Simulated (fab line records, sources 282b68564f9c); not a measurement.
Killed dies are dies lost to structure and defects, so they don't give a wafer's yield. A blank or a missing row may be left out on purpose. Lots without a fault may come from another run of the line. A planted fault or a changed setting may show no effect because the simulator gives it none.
Which tool did it? | flow rit_cmos | 7 lots, 21 wafers sampled, at 1 step of a route of 202

WHAT THE GAUGES READ, wafer by wafer
RIT_NRETRO_OVL_MEAS_06.
lot  | measured    | on         | NRETRO_OVL (nm)
L903 | day 2 16:13 | overlay-01 | 0.4 0.7 -2.0
L906 | day 3 09:51 | overlay-01 | 1.8 0.8 1.9
L908 | day 3 16:46 | overlay-01 | 0.8 0.5 0.1
L913 | day 4 16:42 | overlay-01 | 0.8 -1.6 -0.4
L919 | day 6 00:08 | overlay-01 | 1.5 1.9 0.6
L923 | day 6 17:31 | overlay-02 | -0.4 -0.7 1.1
L925 | day 7 03:42 | overlay-02 | 2.6 1.8 2.1

WHICH TOOL RAN EACH LOT (tool, then ch and the chambers of the sampled wafers, then the start)
The record holds no process step before these readings.

THE ANSWER, worked out from the rows above alone
Rule: what is usual is taken from the lots themselves. Put in order of their means at a reading, lots are off if they are a third of the lots or fewer, leave a main group of 4 or more, and stand apart from it by a gap of 3 or more times the standard deviation of the main group's means; of several such gaps the widest counts. A main group whose means are all the same, to the digits that the tables above print for the reading, isn't used. A lot without any number at a reading at which 4 lots or more have one is off too. The other lots that the step has rows for count as sound.
No lot is off at any reading shown: from this, nothing can be told.

WHAT THE SIMULATOR HAD PUT IN
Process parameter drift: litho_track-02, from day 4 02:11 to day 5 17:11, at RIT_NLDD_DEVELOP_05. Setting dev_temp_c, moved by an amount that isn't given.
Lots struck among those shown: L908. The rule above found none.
